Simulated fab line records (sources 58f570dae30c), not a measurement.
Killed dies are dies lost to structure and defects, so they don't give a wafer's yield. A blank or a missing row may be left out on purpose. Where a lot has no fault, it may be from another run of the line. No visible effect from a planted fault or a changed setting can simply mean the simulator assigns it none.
Which tool was responsible? -- flow berkeley cmos170 -- 21 wafers from 7 lots sampled at 3 of the route's 331 steps

## WHAT THE GAUGES READ, wafer by wafer
UCB170_PLDD_TW_MEAS_11.
lot,measured,on,PLDD_TW
L685,day 6 07:50,film metro-04,1021 1017 1016
L688,day 6 22:17,film metro-04,1015 1017 1014
L692,day 8 00:53,film metro-02,991 1000 991
L696,day 8 10:31,film metro-03,1054 1046 1054
L699,day 9 06:13,film metro-04,1014 1014 1017
L702,day 9 19:02,film metro-03,1011 1012 1011
L706,day 10 16:37,film metro-04,1011 1007 1006

## WHICH TOOL RAN EACH LOT (tool, then ch and the chambers of the sampled wafers, then the start)
lot,UCB170_GATE_STRIP_16,UCB170_PLDD_IMPLANT_08
L685,"plasma asher-04 ch 0,1, day 6 05:53","implanter-02 ch 0, day 6 07:27"
L688,"plasma asher-04 ch 0,1, day 6 20:08","implanter-02 ch 0, day 6 21:53"
L692,"plasma asher-02 ch 0,1, day 7 22:44","implanter-02 ch 0, day 8 00:31"
L696,"plasma asher-04 ch 0, day 8 07:43","implanter-04 ch 0, day 8 10:07"
L699,"plasma asher-04 ch 0,1, day 9 01:05","implanter-02 ch 0, day 9 05:49"
L702,"plasma asher-04 ch 0, day 9 16:21","implanter-02 ch 0, day 9 18:36"
L706,"plasma asher-02 ch 0,1, day 10 13:31","implanter-02 ch 0, day 10 16:14"
- UCB170_GATE_STRIP_16: strips in O2.
- UCB170_PLDD_IMPLANT_08

## THE ANSWER, worked out from the rows above alone
Rule: the usual values come from the lots themselves. The widest of any qualifying gaps counts: lots, ordered by their means at a reading, are off when they make up no more than a third of the lots, leave a main group of 4 or more, and stand apart from it by 3 or more times the standard deviation of that group's means. The tables above print the reading to a certain number of digits; a main group whose means all agree to those digits is not used. A lot without any number at a reading at which 4 lots or more have one is off too. Where the step has rows for the other lots, those lots are counted as sound.
Off: L696, seen at UCB170_PLDD_TW_MEAS_11 (PLDD_TW). The main group: mean 1010, standard deviation 7.9.
A tool fits if, at a process step before that reading, it ran every lot that is off, and no sound lot after the first of them. Those tools and the gauges at UCB170_PLDD_TW_MEAS_11 are tried in the same way. One fits: implanter-04 at UCB170_PLDD_IMPLANT_08. It ran no sound lot before its first lot that is off in this sample, so the start can't be narrowed down.

## WHAT THE SIMULATOR PUT IN
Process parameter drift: implanter-04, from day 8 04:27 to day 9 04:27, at UCB170_PLDD_IMPLANT_08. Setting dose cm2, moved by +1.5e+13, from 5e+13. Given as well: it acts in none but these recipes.
Struck lots among those shown: L696. The rule given above showed the same thing.
